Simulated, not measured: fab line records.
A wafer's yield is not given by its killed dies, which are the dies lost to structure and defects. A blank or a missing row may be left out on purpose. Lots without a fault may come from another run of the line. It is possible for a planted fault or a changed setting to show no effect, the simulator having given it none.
Problem report in the 8D (eight disciplines) form, filled by code	flow rit cmos	the parts of the form that need people (team, actions taken, sign-off) are left out

## 1. WHAT WENT WRONG
SILICIDE_TI_RS at RIT_SILICIDE_RS_MEAS_02 reads a mean of 35.3 ohm/sq on 1 wafer of 1 lot; wafers without a fault read 52.6 ohm/sq with a standard deviation of 0.74. That is -23 standard deviations from the usual mean.
The step: measures by four-point-probe.
Earliest sighting: wafer L701.2 on film metro-01 at day 7 01:46. At this step, 39 wafers from 13 lots have a number in the record. By rule, "out" or "out of limits" means more than 4 standard deviations away from the usual mean. All remaining wafers that have a number are taken as sound.

## 2. WHAT IT IS AND WHAT IT IS NOT
question	is	is not
which readings at this step	SILICIDE_TI_RS	-
which lots	L701	L683, L684, L685, L687, L688, L690, L693, L694, L697, L698, L704, L705
which wafers of those lots	L701.2	L701.3, L701.4
read on which gauges	film metro-01	film metro-03, film metro-04
when	from day 7 01:46	up to then (32 sound wafers); but 6 sound wafers of L704, L705 came after

## 3. THE SUSPECTS, EACH WITH WHAT RULES IT OUT
Counting: any tool at a process step up to the reading remains a suspect provided it ran every lot that is out. Sound lots after the first of them don't rule it out here, since some wafers of a struck lot are sound.
- the gauge at RIT_SILICIDE_RS_MEAS_02: kept. All the wafers that are out were read on film metro-01, and no step on other tools shows them out.
- plasma asher-04 at RIT_NSD_STRIP_09 (strips in O2, time 180 s): kept. It processed L701, the lot that is out, at day 6 22:45, and its most recent sound lot before then was L697 at day 6 03:15.
- pvd sputter-02 at RIT_SILICIDE_SPUTTER_01 (material Ti, target thk 30 nm, time 240 s): kept. It processed L701, the lot that is out, at day 7 01:36, and its most recent sound lot before then was L697 at day 6 06:01.
The count leaves plasma asher-04 at RIT_NSD_STRIP_09, pvd sputter-02 at RIT_SILICIDE_SPUTTER_01, and film metro-01 at RIT_SILICIDE_RS_MEAS_02.

## 4. THE CAUSE (what the simulator had put in)
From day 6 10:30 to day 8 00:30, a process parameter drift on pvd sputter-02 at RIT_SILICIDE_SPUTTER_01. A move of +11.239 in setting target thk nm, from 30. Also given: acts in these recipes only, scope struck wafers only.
3 suspects survive the count, and this tool is in that group.

## 5. THE EFFECT CHAIN, in route order
One row per reading whose mean, taken over the struck wafers that have a number, lies over 3 standard deviations from the usual. Scope: only readings with a usual standard deviation given in the record; hours: median across lots of the time from each lot's start at the first step in this table that gives one to its start at this step; sigmas: change in usual standard deviations.
hours	step	reading	usual	on struck wafers	change	sigmas
0	RIT_SILICIDE_RS_MEAS_02	SILICIDE_TI_RS	52.6 ohm/sq	35.3	-17.3	-23
0	RIT_SILICIDE_THK_MEAS_03	SILICIDE_TI_THK	29.1 nm	39.9	+10.8	+34

## 6. WHAT WOULD HAVE CAUGHT IT SOONER
The first out-of-limits reading at a measuring or inspecting step in this record came at day 7 01:46, 15 hours after the fault's start at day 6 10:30.
Of the tool readings at RIT_SILICIDE_SPUTTER_01 for which the record gives a usual standard deviation, none was out on any struck wafer, so an alarm limit of 4 standard deviations on them would not have fired.
Each of the lots that are out, 1 in all, had begun RIT_SILICIDE_SPUTTER_01 on pvd sputter-02 no later than day 7 01:46. None of them would have been spared by holding the tool at that moment.
